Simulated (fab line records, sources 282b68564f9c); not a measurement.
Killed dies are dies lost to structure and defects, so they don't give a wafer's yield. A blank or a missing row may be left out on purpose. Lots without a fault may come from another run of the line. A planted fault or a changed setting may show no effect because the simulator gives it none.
Problem report in the 8D (eight disciplines) form, filled by code | flow rit_cmos | the parts of the form that need people (team, actions taken, sign-off) are left out

1. THE PROBLEM
cd_nm at RIT_ACTIVE_CD_MEAS_11 reads a mean of 1334.7 nm on 6 wafers of 2 lots; wafers without a fault read 1400.4 nm with a standard deviation of 2.6. That is -25 standard deviations from the usual mean.
The step: target cd 1400 nm.
First seen on wafer L271.1, day 3 01:26, on cd_sem-02. The record holds 36 wafers of 12 lots with a number at this step. Rule for "out", or "out of limits": more than 4 standard deviations from the usual mean. The other wafers with a number count as sound.

2. WHAT IT IS AND WHAT IT IS NOT
question                    | is                     | is not
which readings at this step | cd_nm                  | -
which lots                  | L271, L279             | L264, L265, L266, L267, L280, L281, L283, L285, L286, L287
which wafers of those lots  | all that have a number | -
read on which gauges        | cd_sem-02              | cd_sem-01
when                        | from day 3 01:26       | up to then (12 sound wafers); but 18 sound wafers of L280, L281, L283, L285, L286, L287 came after

3. SUSPECTS, AND WHAT RULES EACH OUT
Counting: a tool at a process step up to the reading stays a suspect if it ran every lot that is out and no sound lot after the first of them.
- the gauge at RIT_ACTIVE_CD_MEAS_11: kept. All the wafers that are out were read on cd_sem-02, and no step on other tools shows them out.
- litho_track-04 at RIT_ACTIVE_COAT_06 (resist thk 1000 nm): kept. It ran every lot that is out, first L271 (day 3 00:44), and no sound lot after that.
Left after counting: litho_track-04 at RIT_ACTIVE_COAT_06, cd_sem-02 at RIT_ACTIVE_CD_MEAS_11.

4. THE CAUSE (what the simulator had put in)
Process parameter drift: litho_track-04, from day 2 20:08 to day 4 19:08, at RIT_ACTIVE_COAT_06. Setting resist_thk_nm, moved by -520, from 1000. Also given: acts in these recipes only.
Counting left 2 suspects, and this tool is among them.

5. THE CHAIN OF EFFECTS, in route order
Each row: a reading whose mean over the struck wafers that have a number lies more than 3 standard deviations from the usual. Only readings for which the record gives a usual standard deviation are gone through. hours: the time from each lot's start at the first step in this table that gives one to its start at this step, as a median over the lots. sigmas: the change in usual standard deviations.
hours | step                  | reading | usual     | on struck wafers | change | sigmas
0     | RIT_ACTIVE_CD_MEAS_11 | cd_nm   | 1400.4 nm | 1334.7           | -65.7  | -25

6. WHAT WOULD HAVE CAUGHT IT SOONER
In this record the first reading out of limits at a measuring or inspecting step was taken at day 3 01:26, 5 hours after the fault began at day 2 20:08.
Of the lots that are out (2), L279 began RIT_ACTIVE_COAT_06 on litho_track-04 after day 3 01:26. A hold on the tool at that time would have spared it.
